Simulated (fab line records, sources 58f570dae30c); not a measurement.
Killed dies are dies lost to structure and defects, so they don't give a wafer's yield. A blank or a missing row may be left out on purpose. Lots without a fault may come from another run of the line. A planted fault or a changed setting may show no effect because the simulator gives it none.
fab line records | flow berkeley_cmos170
record lots=15 wafers=45 last_day=11
route steps=331 shown PFIELD@87 SPACER@174 V2@302
lots that met no fault: from a run of the same line without faults
start_h: hours from the record's first day to the start of the lot's first wafer shown | wait_h: hours since the lot's step before | " the same as in the row above | L1.1+2: a row that stands for several wafers | - no value, or no start given | * or withheld: withheld | < > ~ a bound
route shown NAME@n: a module of which the file shows steps, and the number in the route of the first | usual: mean/standard deviation of fault-free wafers | same: alike in all rows | chamber/n: place in a boat | sites: the reading at each site | _std_site: their standard deviation | _edge_site: outer sites' mean less inner sites' | radius_mm: how far each site lies from the wafer's centre | mask NAME#n: copy n | behind: the tool/chamber that last shaped the wafer | hold: why the lot was held/for how many hours/how that ended | device: the transistor (n, p or np) that didn't switch | end of line: the same wafers' tests at the end of the route | a step without rows: its recipe alone | killed: dies lost to structure and defects at the first sort, not the wafer's yield | map: a wafer's dies, x killed, . not, _ none there
set.NAME: the setting as run; set.NAME@STEP: as run at that earlier step | model.NAME: the simulator's own value behind a step, which no gauge read
steps of the route over a sample of lots; a table a step, a row a wafer
services: from which hour (start_h, from the record's first day; less than 0 if before it) a tool's chamber was out of use, for how many hours, and why
## steps
# step UCB170_PFIELD_STRIP_08
# recipe chemistry=O2 power_w=400 pressure_mtorr=3500 platen_temp_c=withheld o2_flow_sccm=400 overash_fraction=0.5
# usual drypump_motor_current_A=5.5/0.36 o2_flow_sccm=399.9/1.1 oes_product_au=0.734/0.0044 strip_time_to_endpoint_s=21.66/0.07
# columns lot.wafer tool chamber start_h wait_h drypump_motor_current_A o2_flow_sccm oes_product_au rf_hours_counter_h strip_time_to_endpoint_s
L908.1 plasma_asher-03 0 79.98 0.1 5.8 402.2 0.735 29 21.72
L908.2 " 1 " " 5.2 399.7 0.733 29 21.69
L908.6 " 1 " " 5.2 399.9 0.731 - 21.60
L909.1 plasma_asher-01 1 85.65 0.1 5.8 398.7 0.731 34 21.67
L909.2 " 0 " " 5.0 400.4 0.743 34 21.66
L909.4 " 1 " " 5.8 400.1 0.734 - 21.72
L913.3 plasma_asher-03 1 110.33 0.1 5.1 400.6 0.737 - 21.51
L913.4 " 0 " " 5.9 399.6 0.735 - 21.51
L913.6 " 0 " " 5.9 400.3 0.737 - 21.45
L912.1 plasma_asher-03 0 110.58 0.1 5.8 400.3 0.733 33 21.61
L912.4 " 1 " " 5.2 400.0 0.739 - 21.64
L912.6 " 0 " " 5.9 399.3 0.741 - 21.61
L917.1 plasma_asher-03 1 119.99 0.1 5.2 400.3 0.729 34 21.61
L917.2 " 0 " " 5.9 400.4 0.735 34 21.67
L917.6 " 1 " " 5.2 399.9 0.730 - 21.66
L914.1 plasma_asher-01 1 120.14 0.1 5.8 399.4 0.734 39 21.70
L914.5 " 0 " " 5.0 402.1 0.729 - 21.61
L914.6 " 1 " " 5.8 399.3 0.729 - 21.64
L920.2 plasma_asher-01 1 135.76 0.1 5.9 401.4 0.741 41 21.69
L920.3 " 1 " " 5.9 400.5 0.736 - 21.70
L920.5 " 1 " " 5.9 400.6 0.736 - 21.65
L919.1 plasma_asher-03 0 135.87 0.1 5.9 399.6 0.728 37 21.61
L919.5 " 0 " " 5.9 400.2 0.730 - 21.55
L919.6 " 1 " " 5.1 401.9 0.731 - 21.55
L921.2 plasma_asher-03 0 148.42 0.1 5.9 400.6 0.735 38 21.63
L921.3 " 1 " " 5.2 398.0 0.727 - 21.63
L921.6 " 1 " " 5.1 401.2 0.730 - 21.65
L923.2 plasma_asher-03 1 160.30 0.1 5.1 398.2 0.736 40 21.65
L923.4 " 1 " " 5.2 398.2 0.737 - 21.65
L923.6 " 0 " " 5.9 399.5 0.735 - 21.66
L925.1 plasma_asher-04 1 160.55 0.1 5.4 400.4 0.733 4 21.81
L925.4 " 0 " " 5.4 400.7 0.734 - 21.78
L925.5 " 1 " " 5.4 398.2 0.737 - 21.74
L924.1 plasma_asher-01 0 160.60 0.1 5.0 397.9 0.740 44 21.55
L924.2 " 1 " " 5.8 402.0 0.735 44 21.60
L924.6 " 0 " " 5.0 399.3 0.735 - 21.54
L927.2 plasma_asher-04 1 171.99 0.1 5.4 399.7 0.729 5 21.71
L927.3 " 0 " " 5.4 400.2 0.742 - 21.67
L927.5 " 1 " " 5.4 400.8 0.735 - 21.67
L926.2 plasma_asher-03 1 172.07 0.1 5.2 399.6 0.728 41 21.73
L926.3 " 0 " " 5.9 399.4 0.724 - 21.78
L926.4 " 1 " " 5.2 399.1 0.738 - 21.70
L928.2 plasma_asher-01 1 172.26 0.1 5.9 398.7 0.735 45 21.71
L928.4 " 0 " " 5.1 400.1 0.738 - 21.71
L928.6 " 1 " " 5.9 399.6 0.742 - 21.57
# step UCB170_PFIELD_TW_MEAS_09
# usual PFIELD_TW=603/5.9
# columns lot.wafer tool chamber start_h wait_h PFIELD_TW
L908.1 film_metro-01 - 80.08 0.1 595
L908.2 " - " " 592
L908.6 " - " " 595
L909.1 film_metro-04 - 85.75 0.1 604
L909.2 " - " " 605
L909.4 " - " " 606
L913.3 film_metro-04 - 110.42 0.1 608
L913.4 " - " " 607
L913.6 " - " " 607
L912.1 film_metro-02 - 110.68 0.1 604
L912.4 " - " " 600
L912.6 " - " " 602
L917.1 film_metro-02 - 120.09 0.1 602
L917.2 " - " " 604
L917.6 " - " " 604
L914.1 film_metro-04 - 120.24 0.1 604
L914.5 " - " " 602
L914.6 " - " " 604
L920.2 film_metro-02 - 135.87 0.1 605
L920.3 " - " " 605
L920.5 " - " " 604
L919.1 film_metro-02 - 135.97 0.1 602
L919.5 " - " " 605
L919.6 " - " " 606
L921.2 film_metro-04 - 148.53 0.1 610
L921.3 " - " " 611
L921.6 " - " " 611
L923.2 film_metro-02 - 160.41 0.1 603
L923.4 " - " " 602
L923.6 " - " " 605
L925.1 film_metro-02 - 160.65 0.1 602
L925.4 " - " " 604
L925.5 " - " " 604
L924.1 film_metro-04 - 160.70 0.1 614
L924.2 " - " " 612
L924.6 " - " " 614
L927.2 film_metro-02 - 172.10 0.1 601
L927.3 " - " " 605
L927.5 " - " " 602
L926.2 film_metro-01 - 172.18 0.1 590
L926.3 " - " " 591
L926.4 " - " " 593
L928.2 film_metro-02 - 172.37 0.1 602
L928.4 " - " " 603
L928.6 " - " " 604
# step UCB170_SPACER_ETCHBACK_03
# recipe stop_on=Si target=SiO2 chemistry=CHF3/CF4/Ar CHF3_flow_sccm=50 cf4_flow_sccm=10 Ar_flow_sccm=120 pressure_mtorr=200 rf_w=500 target_depth_a=3760 time_s=100
# usual CHF3_flow_sccm=50.00/0.14 drypump_motor_current_A=5.7/0.36 oes_product_au=0.901/0.014 rf_fwd_power_W=496.8/1.8 throttle_valve_pct=6.45/0.12
# columns lot.wafer tool chamber start_h wait_h CHF3_flow_sccm drypump_motor_current_A oes_product_au rf_fwd_power_W rf_hours_counter_h throttle_valve_pct
L908.1 rie_diel-04 0 127.69 0.0 50.04 5.5 0.884 497.9 26 6.45
L908.2 " 1 " " 49.93 5.6 0.928 494.9 161 6.46
L908.6 " 1 " " 49.95 5.6 0.934 497.3 - 6.45
L909.1 rie_diel-01 3 134.54 0.0 50.22 6.0 0.890 498.6 10 6.53
L909.2 " 0 " " 49.84 5.0 0.908 497.7 135 6.32
L909.4 " 1 " " 50.00 5.7 0.905 494.6 109 6.35
L912.1 rie_diel-03 3 157.88 0.0 50.05 6.0 0.885 500.1 140 6.36
L912.4 " 0 " " 50.21 5.6 0.909 498.4 7 6.62
L912.6 " 0 " " 50.29 5.6 0.893 498.7 - 6.62
L913.3 rie_diel-04 1 157.88 0.0 49.85 5.6 0.910 499.0 1 6.47
L913.4 " 0 " " 50.12 5.4 0.888 496.4 28 6.44
L913.6 " 3 " " 50.19 6.5 0.892 496.6 - 6.43
L914.1 rie_diel-04 3 172.71 0.0 49.99 6.4 0.883 496.6 112 6.42
L914.5 " 0 " " 49.94 5.5 0.886 497.3 - 6.46
L914.6 " 1 " " 49.89 5.6 0.919 498.1 - 6.46
L917.1 rie_diel-01 0 172.71 0.0 50.07 4.9 0.902 495.7 136 6.35
L917.2 " 2 " " 50.17 5.6 0.903 496.5 39 6.70
L917.6 " 0 " " 49.91 4.9 0.911 496.0 - 6.36
L919.1 rie_diel-01 1 193.38 0.0 50.00 5.7 0.894 494.3 112 6.32
L919.5 " 1 " " 50.10 5.7 0.897 493.0 - 6.36
L919.6 " 0 " " 49.89 4.9 0.907 495.9 - 6.35
L920.2 rie_diel-03 3 193.38 0.0 49.81 6.0 0.883 495.3 141 6.35
L920.3 " 1 " " 49.96 5.4 0.916 499.0 16 6.45
L920.5 " 2 " " 49.52 5.6 0.927 493.2 - 6.32
L921.2 rie_diel-01 2 204.23 0.0 49.80 5.6 0.888 500.6 41 6.68
L921.3 " 3 " " 49.89 6.0 0.883 499.3 13 6.53
L921.6 " 0 " " 50.02 5.0 0.886 498.8 - 6.34
L923.2 rie_diel-03 2 218.08 0.0 49.90 5.6 0.899 492.6 114 6.33
L923.4 " 0 " " 50.02 5.6 0.913 497.3 - 6.62
L923.6 " 1 " " 50.08 5.4 0.918 495.5 - 6.45
L925.1 rie_diel-01 2 218.08 0.0 50.08 5.6 0.920 498.1 41 6.68
L925.4 " 0 " " 49.85 4.9 0.906 498.0 138 6.34
L925.5 " 2 " " 50.07 5.6 0.914 495.4 - 6.68
L924.1 rie_diel-04 0 218.15 0.1 49.94 5.5 0.880 495.2 32 6.45
L924.2 " 1 " " 50.04 5.7 0.906 496.8 4 6.44
L924.6 " 1 " " 50.08 5.7 0.931 495.2 - 6.46
L926.2 rie_diel-01 1 218.15 0.1 49.98 5.7 0.890 496.0 113 6.33
L926.3 " 3 " " 50.26 6.0 0.885 498.5 14 6.51
L926.4 " 2 " " 50.12 5.6 0.905 495.6 41 6.71
L928.2 rie_diel-03 0 218.15 0.1 49.96 5.6 0.883 494.4 9 6.62
L928.4 " 2 " " 50.13 5.5 0.908 496.6 - 6.33
L928.6 " 1 " " 50.26 5.4 0.893 496.9 - 6.45
L927.2 rie_diel-04 0 218.22 0.1 49.94 5.5 0.881 499.0 32 6.45
L927.3 " 3 " " 50.08 6.4 0.892 497.2 114 6.41
L927.5 " 1 " " 49.91 5.6 0.924 495.1 - 6.45
# step UCB170_V2_PEB_10
# recipe peb_temp_c=130 peb_time_s=withheld resist=KrF
# usual resist_line_temp_C=22.96/0.12
# columns lot.wafer tool chamber start_h wait_h resist_line_temp_C
L908.1 litho_track-03 0 155.48 0.5 22.99
L908.2 " 0 " " 22.95
L908.6 " 0 " " 22.93
L909.1 litho_track-03 0 159.29 0.3 22.92
L909.2 " 0 " " 22.82
L909.4 " 0 " " 23.10
L912.1 litho_track-03 0 183.34 0.3 22.88
L912.4 " 0 " " 23.16
L912.6 " 0 " " 23.05
L913.3 litho_track-02 0 183.74 0.2 22.93
L913.4 " 0 " " 22.95
L913.6 " 0 " " 23.01
L914.1 litho_track-02 0 195.97 0.8 22.87
L914.5 " 0 " " 22.90
L914.6 " 0 " " 22.97
L917.1 litho_track-04 0 201.23 0.1 22.86
L917.2 " 0 " " 22.97
L917.6 " 0 " " 23.10
L919.1 litho_track-04 0 220.66 0.1 23.21
L919.5 " 0 " " 23.01
L919.6 " 0 " " 23.13
L920.2 litho_track-04 0 220.96 0.1 22.90
L920.3 " 0 " " 22.89
L920.5 " 0 " " 23.04
L921.2 litho_track-02 0 234.21 0.6 22.83
L921.3 " 0 " " 22.93
L921.6 " 0 " " 22.83
L928.2 litho_track-04 0 251.91 0.6 22.99
L928.4 " 0 " " 23.22
L928.6 " 0 " " 23.15
L923.2 litho_track-04 0 252.18 0.6 22.95
L923.4 " 0 " " 23.03
L923.6 " 0 " " 22.95
L926.2 litho_track-04 0 252.73 0.6 22.99
L926.3 " 0 " " 23.03
L926.4 " 0 " " 22.84
L925.1 litho_track-04 0 252.98 0.4 22.63
L925.4 " 0 " " 22.88
L925.5 " 0 " " 22.91
L924.1 litho_track-04 0 253.26 0.5 22.86
L924.2 " 0 " " 22.86
L924.6 " 0 " " 22.75
L927.2 litho_track-02 0 253.59 0.5 23.14
L927.3 " 0 " " 23.12
L927.5 " 0 " " 23.23
# step UCB170_V2_CD_MEAS_12
# recipe target_cd_nm=700
# usual cd_nm=700.0/1.4
# columns lot.wafer tool chamber start_h wait_h cd_nm
L908.1 cd_sem-01 - 155.78 - 700.4
L908.2 " - " " 702.5
L908.6 " - " " 700.3
L909.1 cd_sem-01 - 159.57 - 700.2
L909.2 " - " " 699.4
L909.4 " - " " 698.9
L912.1 cd_sem-01 - 183.83 - 701.7
L912.4 " - " " 701.6
L912.6 " - " " 700.8
L913.3 cd_sem-01 - 184.23 - 702.6
L913.4 " - " " 702.9
L913.6 " - " " 701.9
L914.1 cd_sem-01 - 196.25 - 701.0
L914.5 " - " " 700.5
L914.6 " - " " 699.5
L917.1 cd_sem-02 - 201.51 - 701.2
L917.2 " - " " 701.7
L917.6 " - " " 701.2
L919.1 cd_sem-01 - 220.94 - 698.8
L919.5 " - " " 698.2
L919.6 " - " " 697.2
L920.2 cd_sem-01 - 221.23 - 700.7
L920.3 " - " " 700.5
L920.5 " - " " 699.4
L921.2 cd_sem-01 - 234.48 - 700.0
L921.3 " - " " 701.6
L921.6 " - " " 699.5
L928.2 cd_sem-01 - 252.18 - 700.2
L928.4 " - " " 701.5
L928.6 " - " " 702.4
L923.2 cd_sem-01 - 252.45 - 701.1
L923.4 " - " " 700.6
L923.6 " - " " 699.8
L926.2 cd_sem-02 - 253.00 - 706.2
L926.3 " - " " 707.0
L926.4 " - " " 707.6
L925.1 cd_sem-01 - 253.26 - 709.6
L925.4 " - " " 706.7
L925.5 " - " " 708.2
L924.1 cd_sem-01 - 253.53 - 708.8
L924.2 " - " " 709.2
L924.6 " - " " 708.4
L927.2 cd_sem-01 - 253.86 - 699.4
L927.3 " - " " 699.5
L927.5 " - " " 699.1
## services
# columns tool chamber start_h hours kind
plasma_asher-01 - 75.13 1.6 repair
rie_diel-04 2 97.62 3.7 repair
plasma_asher-04 - 108.75 9.0 pm
rie_diel-01 - 110.79 14.6 pm
plasma_asher-04 - 123.07 2.8 pm
rie_diel-03 3 127.14 6.2 repair
plasma_asher-04 - 132.69 1.2 repair
rie_diel-04 1 132.81 3.4 repair
rie_diel-04 - 134.90 0.2 repair
rie_diel-04 1 136.18 - clean
rie_diel-04 1 136.18 15.6 scheduled_down
rie_diel-04 1 136.18 15.6 vent_cycle
plasma_asher-03 - 159.38 0.9 repair
rie_diel-03 3 203.70 - clean
rie_diel-03 3 203.70 19.4 scheduled_down
rie_diel-04 2 206.40 - clean
rie_diel-04 2 206.40 18.1 scheduled_down
rie_diel-04 2 206.40 18.1 vent_cycle
rie_diel-03 2 233.33 3.2 repair
rie_diel-01 0 244.60 - clean
rie_diel-01 0 244.60 27.4 scheduled_down
rie_diel-01 0 244.60 27.4 vent_cycle
rie_diel-04 2 245.35 12.3 repair
rie_diel-04 1 250.99 5.5 repair
## key
first_sign step=UCB170_V2_CD_MEAS_12 reading=cd_nm direction=up sigmas=5.8 usual=700.0 struck=708.0
effect none on later readings
met_at UCB170_V2_PEB_10
struck_lots L924,L925,L926
not_acting_at UCB170_PFIELD_STRIP_08,UCB170_PFIELD_TW_MEAS_09,UCB170_SPACER_ETCHBACK_03
onset_between 252.18 252.73
fault kind=process_parameter_drift tool=litho_track-04 chamber=- onset_h=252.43 steps=UCB170_V2_PEB_10 channel=peb_time_s offset=withheld shape=step end_h=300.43 acts_in=*
